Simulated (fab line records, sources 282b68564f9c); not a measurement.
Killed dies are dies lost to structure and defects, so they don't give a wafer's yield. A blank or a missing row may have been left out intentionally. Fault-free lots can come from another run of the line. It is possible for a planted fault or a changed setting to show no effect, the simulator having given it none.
Which tool did it?	flow ritCmos	Sampling: 7 lots, 21 wafers, 2 of 202 route steps

## WHAT EACH GAUGE READ, for each wafer
RIT_ACTIVE_THK_MEAS_04.
lot	measured	on	ACTIVE_NITRIDE_THK (nm)
L396	day 1 19:14	filmMetro-01	151.5 150.6 151.2
L398	day 2 04:32	filmMetro-01	152.4 151.5 152.0
L400	day 2 14:32	filmMetro-01	149.4 148.5 148.7
L405	day 3 15:32	filmMetro-01	148.4 148.0 147.7
L407	day 4 02:49	filmMetro-02	150.1 151.2 149.6
L411	day 4 21:32	filmMetro-02	152.1 153.4 151.6
L413	day 5 07:32	filmMetro-03	183.2 182.4 181.8

## EACH LOT AND THE TOOL THAT RAN IT (in order: tool; ch and the chambers of the sampled wafers; start)
lot	RIT_ACTIVE_CVD_03
L396	lpcvd-02 ch 0, day 1 17:07
L398	lpcvd-02 ch 0, day 2 03:07
L400	lpcvd-01 ch 1, day 2 13:07
L405	lpcvd-02 ch 1, day 3 14:07
L407	lpcvd-02 ch 1, day 4 01:23
L411	lpcvd-02 ch 1, day 4 20:07
L413	lpcvd-01 ch 1, day 5 06:07
- RIT_ACTIVE_CVD_03: deposits Si3N4 from SiH2Cl2/NH3, target thk 150 nm, time 1500 s.

## THE ANSWER, worked out from the rows above alone
Rule: the lots themselves supply what counts as usual. Put in order of their means at a reading, lots are off if they are a third of the lots or fewer, leave a main group of 4 or more, and stand apart from it by a gap of 3 or more times the standard deviation of the main group's means; of several such gaps the widest counts. If all means in a main group match to the digits the tables above print for the reading, that group is not used. Also off: a lot with no number at a reading for which 4 or more lots have one. Any other lot the step has rows for is counted as sound.
Off: L413, at RIT_ACTIVE_THK_MEAS_04 (ACTIVE_NITRIDE_THK). For the main group the mean is 150.4 nm and the standard deviation 1.6.
If a tool, at a process step before that reading, ran all the lots that are off and no sound lot after the first of them, it fits. The gauges at RIT_ACTIVE_THK_MEAS_04 are tried like those tools. Can't be told from this: 2 tools fit, lpcvd-01 at RIT_ACTIVE_CVD_03, filmMetro-03 at RIT_ACTIVE_THK_MEAS_04.

## WHAT THE SIMULATOR PUT IN
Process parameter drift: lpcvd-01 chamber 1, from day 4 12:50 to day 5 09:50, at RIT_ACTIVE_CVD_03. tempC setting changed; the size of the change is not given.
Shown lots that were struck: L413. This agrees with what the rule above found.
